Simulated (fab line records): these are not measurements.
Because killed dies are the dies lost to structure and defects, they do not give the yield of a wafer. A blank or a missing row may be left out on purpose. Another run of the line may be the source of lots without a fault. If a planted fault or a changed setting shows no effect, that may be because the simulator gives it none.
fab line records || flow rit_cmos
record: {"lots": 14, "wafers": 42, "last_day": 8}
route steps=202 shown GATE@91
lots that met no fault: from a run of the same line without faults
start_h: start of the lot's first displayed wafer, in hours after the record's first day || wait_h: how many hours have passed since the lot's step before this one || " repeats the value in the row above || L1.1+2: a single row standing in for several wafers || - no value present, or no start provided || * or withheld: withheld || < > ~ a bound
route shown NAME@n: a module of which the file shows steps, and the number in the route of the first || usual: mean and standard deviation over wafers with no fault || same: alike in all rows || chamber/n: place in a boat || sites: each site's reading || _std_site: standard deviation of those values || _edge_site: inner sites' mean taken away from outer sites' mean || radius_mm: for every site, how far away it sits from the centre of the wafer || mask NAME#n: copy n || behind: the tool/chamber that last shaped the wafer || hold: reason for holding the lot/hours on hold/outcome of the hold || device: names the non-switching transistor (n, p or np) || end of line: tests run on the same wafers once the route is complete || a step without rows: its recipe alone || killed: dies that structure and defects cost at the first sort, which is not the same as the wafer's yield || map: dies across one wafer; x = killed, . = not, _ = none there
set.NAME: the setting the step ran with; set.NAME@STEP: the setting that earlier step ran with || model.NAME: the simulator's own value behind a step, which no gauge read
the route's steps for a sample of lots (tables are steps, rows are wafers)
== steps ==
step: RIT_GATE_DEVELOP_15
recipe: {"resist": "NOVOLAK", "develop_time_s": 50, "dev_temp_c": 23}
usual: {"developer_temp_C": "23.00/0.095"}
{"lot.wafer": "L691.1", "tool": "litho_track-04", "chamber": 0, "start_h": 37, "wait_h": "-", "developer_temp_C": 23.04}
{"lot.wafer": "L691.5", "tool": "litho_track-04", "chamber": 0, "start_h": 38, "wait_h": "-", "developer_temp_C": 23.00}
{"lot.wafer": "L691.6", "tool": "litho_track-04", "chamber": 0, "start_h": 38, "wait_h": "-", "developer_temp_C": 22.95}
{"lot.wafer": "L692.1", "tool": "litho_track-02", "chamber": 0, "start_h": 42, "wait_h": "-", "developer_temp_C": 22.92}
{"lot.wafer": "L692.3", "tool": "litho_track-02", "chamber": 0, "start_h": 42, "wait_h": "-", "developer_temp_C": 22.91}
{"lot.wafer": "L692.5", "tool": "litho_track-02", "chamber": 0, "start_h": 42, "wait_h": "-", "developer_temp_C": 23.07}
{"lot.wafer": "L693.2", "tool": "litho_track-01", "chamber": 0, "start_h": 52, "wait_h": "-", "developer_temp_C": 23.09}
{"lot.wafer": "L693.3", "tool": "litho_track-01", "chamber": 0, "start_h": 52, "wait_h": "-", "developer_temp_C": 23.06}
{"lot.wafer": "L693.6", "tool": "litho_track-01", "chamber": 0, "start_h": 53, "wait_h": "-", "developer_temp_C": 23.13}
{"lot.wafer": "L694.4", "tool": "litho_track-04", "chamber": 0, "start_h": 55, "wait_h": "-", "developer_temp_C": 23.06}
{"lot.wafer": "L694.5", "tool": "litho_track-04", "chamber": 0, "start_h": 55, "wait_h": "-", "developer_temp_C": 22.92}
{"lot.wafer": "L694.6", "tool": "litho_track-04", "chamber": 0, "start_h": 55, "wait_h": "-", "developer_temp_C": 22.78}
{"lot.wafer": "L695.2", "tool": "litho_track-02", "chamber": 0, "start_h": 63, "wait_h": "-", "developer_temp_C": 23.04}
{"lot.wafer": "L695.5", "tool": "litho_track-02", "chamber": 0, "start_h": 63, "wait_h": "-", "developer_temp_C": 22.84}
{"lot.wafer": "L695.6", "tool": "litho_track-02", "chamber": 0, "start_h": 63, "wait_h": "-", "developer_temp_C": 23.07}
{"lot.wafer": "L699.1", "tool": "litho_track-02", "chamber": 0, "start_h": 83, "wait_h": "-", "developer_temp_C": 22.94}
{"lot.wafer": "L699.2", "tool": "litho_track-02", "chamber": 0, "start_h": 83, "wait_h": "-", "developer_temp_C": 23.13}
{"lot.wafer": "L699.6", "tool": "litho_track-02", "chamber": 0, "start_h": 83, "wait_h": "-", "developer_temp_C": 23.13}
{"lot.wafer": "L700.2", "tool": "litho_track-04", "chamber": 0, "start_h": 88, "wait_h": "-", "developer_temp_C": 23.02}
{"lot.wafer": "L700.3", "tool": "litho_track-04", "chamber": 0, "start_h": 88, "wait_h": "-", "developer_temp_C": 22.99}
{"lot.wafer": "L700.5", "tool": "litho_track-04", "chamber": 0, "start_h": 88, "wait_h": "-", "developer_temp_C": 22.97}
{"lot.wafer": "L702.3", "tool": "litho_track-02", "chamber": 0, "start_h": 99, "wait_h": "-", "developer_temp_C": 22.89}
{"lot.wafer": "L702.4", "tool": "litho_track-02", "chamber": 0, "start_h": 99, "wait_h": "-", "developer_temp_C": 22.85}
{"lot.wafer": "L702.5", "tool": "litho_track-02", "chamber": 0, "start_h": 99, "wait_h": "-", "developer_temp_C": 22.92}
{"lot.wafer": "L703.1", "tool": "litho_track-04", "chamber": 0, "start_h": 101, "wait_h": "-", "developer_temp_C": 22.90}
{"lot.wafer": "L703.2", "tool": "litho_track-04", "chamber": 0, "start_h": 101, "wait_h": "-", "developer_temp_C": 23.08}
{"lot.wafer": "L703.4", "tool": "litho_track-04", "chamber": 0, "start_h": 101, "wait_h": "-", "developer_temp_C": 23.07}
{"lot.wafer": "L704.1", "tool": "litho_track-01", "chamber": 0, "start_h": 106, "wait_h": "-", "developer_temp_C": 23.18}
{"lot.wafer": "L704.3", "tool": "litho_track-01", "chamber": 0, "start_h": 106, "wait_h": "-", "developer_temp_C": 23.18}
{"lot.wafer": "L704.5", "tool": "litho_track-01", "chamber": 0, "start_h": 106, "wait_h": "-", "developer_temp_C": 23.10}
{"lot.wafer": "L705.2", "tool": "litho_track-02", "chamber": 0, "start_h": 120, "wait_h": "-", "developer_temp_C": 22.97}
{"lot.wafer": "L705.3", "tool": "litho_track-02", "chamber": 0, "start_h": 120, "wait_h": "-", "developer_temp_C": 22.98}
{"lot.wafer": "L705.4", "tool": "litho_track-02", "chamber": 0, "start_h": 120, "wait_h": "-", "developer_temp_C": 23.02}
{"lot.wafer": "L706.2", "tool": "litho_track-01", "chamber": 0, "start_h": 120, "wait_h": "-", "developer_temp_C": 23.06}
{"lot.wafer": "L706.4", "tool": "litho_track-01", "chamber": 0, "start_h": 120, "wait_h": "-", "developer_temp_C": 23.10}
{"lot.wafer": "L706.5", "tool": "litho_track-01", "chamber": 0, "start_h": 120, "wait_h": "-", "developer_temp_C": 23.18}
{"lot.wafer": "L708.2", "tool": "litho_track-01", "chamber": 0, "start_h": 140, "wait_h": "-", "developer_temp_C": 23.56}
{"lot.wafer": "L708.3", "tool": "litho_track-01", "chamber": 0, "start_h": 140, "wait_h": "-", "developer_temp_C": 23.61}
{"lot.wafer": "L708.5", "tool": "litho_track-01", "chamber": 0, "start_h": 140, "wait_h": "-", "developer_temp_C": 23.78}
{"lot.wafer": "L711.1", "tool": "litho_track-01", "chamber": 0, "start_h": 156, "wait_h": "-", "developer_temp_C": 23.69}
{"lot.wafer": "L711.3", "tool": "litho_track-01", "chamber": 0, "start_h": 156, "wait_h": "-", "developer_temp_C": 23.68}
{"lot.wafer": "L711.5", "tool": "litho_track-01", "chamber": 0, "start_h": 156, "wait_h": "-", "developer_temp_C": 23.75}
== key ==
first_sign: {"step": "RIT_GATE_DEVELOP_15", "reading": "developer_temp_C", "direction": "up", "sigmas": 7.2, "usual": "*", "struck": "*"}
effect none on later readings
met_at RIT_GATE_DEVELOP_15
struck_lots L708,L711
tester_left_out L708,L711
onset_between 120 140
fault: {"kind": "process_parameter_drift", "tool": "litho_track-01", "chamber": "-", "onset_h": 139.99, "steps": "RIT_GATE_DEVELOP_15", "channel": "dev_temp_c", "offset": "*", "shape": "step", "end_h": 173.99, "acts_in": "*", "stated": "*"}
tester_left_out: of these lots the tester's yield and bins aren't shown, on N5 and GAA mostly nor the transistor test; their killed dies are dies lost to structure and defects alone, not to doping, threshold or leakage, so they don't give the yield
